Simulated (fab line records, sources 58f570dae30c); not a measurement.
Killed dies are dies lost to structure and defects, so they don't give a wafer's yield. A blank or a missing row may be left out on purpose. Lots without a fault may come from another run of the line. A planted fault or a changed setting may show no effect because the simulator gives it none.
Which tool did it? | flow berkeley_cmos170 | 12 lots, 36 wafers sampled, at 2 steps of a route of 331

WHAT THE GAUGES READ, wafer by wafer
UCB170_PWELL_TW_MEAS_17.
lot  | measured    | on            | PWELL_TW
L075 | day 3 11:40 | film_metro-01 | 382.1 381.3 381.7
L076 | day 3 14:23 | film_metro-04 | 376.9 377.4 375.0
L079 | day 4 01:29 | film_metro-04 | 375.5 374.9 377.5
L081 | day 4 08:31 | film_metro-04 | 376.8 376.5 376.7
L083 | day 4 20:22 | film_metro-04 | 377.0 375.8 374.9
L085 | day 5 07:23 | film_metro-04 | 378.9 376.6 374.4
L087 | day 5 15:27 | film_metro-03 | 381.7 381.3 382.7
L089 | day 6 02:34 | film_metro-04 | 376.5 380.0 376.9
L091 | day 6 10:16 | film_metro-03 | 382.3 381.7 381.0
L093 | day 7 04:36 | film_metro-01 | 379.6 380.1 381.2
L095 | day 7 10:35 | film_metro-01 | 379.0 378.8 378.0
L097 | day 7 22:25 | film_metro-03 | 380.9 381.1 380.8

WHICH TOOL RAN EACH LOT (tool, then ch and the chambers of the sampled wafers, then the start)
lot  | UCB170_NWELL_STRIP_15
L075 | plasma_asher-04 ch 0,1, day 2 17:43
L076 | plasma_asher-01 ch 0,1, day 2 23:04
L079 | plasma_asher-04 ch 0,1, day 3 07:17
L081 | plasma_asher-04 ch 0,1, day 3 16:39
L083 | plasma_asher-04 ch 0,1, day 4 01:23
L085 | plasma_asher-01 ch 0,1, day 4 13:28
L087 | plasma_asher-04 ch 0,1, day 4 20:08
L089 | plasma_asher-04 ch 0,1, day 5 12:20
L091 | plasma_asher-04 ch 0,1, day 5 16:44
L093 | plasma_asher-04 ch 0,1, day 6 03:07
L095 | plasma_asher-01 ch 0,1, day 6 14:47
L097 | plasma_asher-02 ch 0,1, day 7 06:26
- UCB170_NWELL_STRIP_15: strips in O2.

THE ANSWER, worked out from the rows above alone
Rule: what is usual is taken from the lots themselves. Put in order of their means at a reading, lots are off if they are a third of the lots or fewer, leave a main group of 4 or more, and stand apart from it by a gap of 3 or more times the standard deviation of the main group's means; of several such gaps the widest counts. A main group whose means are all the same, to the digits that the tables above print for the reading, isn't used. A lot without any number at a reading at which 4 lots or more have one is off too. The other lots that the step has rows for count as sound.
No lot is off at any reading shown: from this, nothing can be told.

WHAT THE SIMULATOR HAD PUT IN
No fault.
